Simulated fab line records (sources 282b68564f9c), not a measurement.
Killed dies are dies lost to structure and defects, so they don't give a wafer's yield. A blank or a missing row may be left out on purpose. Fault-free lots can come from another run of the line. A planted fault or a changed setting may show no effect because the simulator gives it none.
Comparing a struck lot with a sound one	flow ritCmos	16 out of 202 route steps
Sound: the wafers L139.3, L139.5, L139.6. Wafers struck: L153.1, L153.4, L153.5. The cause comes at the end.
Per side, at each step with rows, come the tool, then ch with its chambers, and then its first start. Under that, the readings that differ: sound wafers	struck wafers	difference of the means	sigmas: that difference in standard deviations of wafers without a fault.
alike: same words and numbers on both sides, and readings whose means sit less than 2 such deviations apart. not compared: any withheld reading, any reading some wafer has no value for, any bound like >300 that may hide the same value, and any number with overlapping values for which the record gives no deviation.
A row with sigmas, a row that says differs or no value, or rows on one side alone: a step with any of these is where the two part. Numbers that have no deviation but don't overlap get no sigmas and don't part them. Lack of a reading on every wafer of one side parts them only where that side has two or more wafers.

RIT_CONTACT_STRIP_12: strips in O2, time 180 s.
  sound on plasmaAsher-03 ch 0,1, day 3 07:25; struck on plasmaAsher-03 ch 0,1, day 6 07:26
  alike: drypumpMotorCurrentA
  not compared: rfHoursCounterH
RIT_CONTACT_CD_MEAS_90: target cd 1000 nm.
  sound on cdSem-02 at day 3 07:34; struck on cdSem-02 at day 6 07:37
  alike: cdNm
then, 2 steps without rows for these wafers: RIT_CONTACT_CLEAN_13 (cleans in SC1, time 600 s); RIT_CONTACT_CLEAN_14 (cleans in SC2, time 600 s).
RIT_M1_SPUTTER_00: material Al, target thk 400 nm, time 500 s.
  sound on pvdSputter-01 at day 3 08:02; struck on pvdSputter-01 at day 6 08:05
  alike: substrateTempC, throttleValvePct
RIT_M1_RS_MEAS_01: uses a four-point probe to measure.
  sound on filmMetro-02 at day 3 08:22; struck on filmMetro-04 at day 6 08:23
  alike: M1_AL_RS
RIT_M1_THK_MEAS_02: measures by xrf.
  sound on filmMetro-02 at day 3 08:28; struck on filmMetro-04 at day 6 08:30
  alike: M1_AL_THK
then, 5 steps without rows for these wafers: RIT_M1_HMDS_03 (prime time 60 s); RIT_M1_COAT_04 (resist thk 1300 nm); RIT_M1_SOFTBAKE_05 (time 60 s); RIT_M1_EXPOSE_06 (exposes mask M12, target cd 2600 nm); RIT_M1_PEB_07.
RIT_M1_DEVELOP_08: develop time 68 s.
  sound on lithoTrack-04 ch 0, day 3 09:00; struck on lithoTrack-02 ch 0, day 6 09:00
RIT_M1_CD_MEAS_09: target cd 2600 nm.
  sound on cdSem-02 at day 3 09:34; struck on cdSem-02 at day 6 09:26
reading	sound	struck	difference	sigmas
cdNm (nm)	2603.4 2604.2 2601.9	2592.1 2590.5 2591.8	-11.7	-5
RIT_M1_OVL_MEAS_10:
  sound on overlay-02 at day 3 09:39; struck on overlay-01 at day 6 09:34
  alike: M1_OVL
RIT_M1_PROBE_99:
  sound on prober-01 at day 3 12:17; struck on prober-01 at day 6 12:06
  alike: defectLimitedYield, killedAtContacts, killedAtFrontEnd, killedDies, killedOpen, killedShort, sort_bin_3_pad_short, sort_bin_5_function, sort_bin_6_memory, sortNPass, sortYieldPct

## WHERE THEY PART
Only at RIT_M1_CD_MEAS_09, as far as this record shows. Later steps at which nothing parts them and some readings are alike: RIT_M1_OVL_MEAS_10, RIT_M1_PROBE_99.

WHY: the cause the simulator had injected
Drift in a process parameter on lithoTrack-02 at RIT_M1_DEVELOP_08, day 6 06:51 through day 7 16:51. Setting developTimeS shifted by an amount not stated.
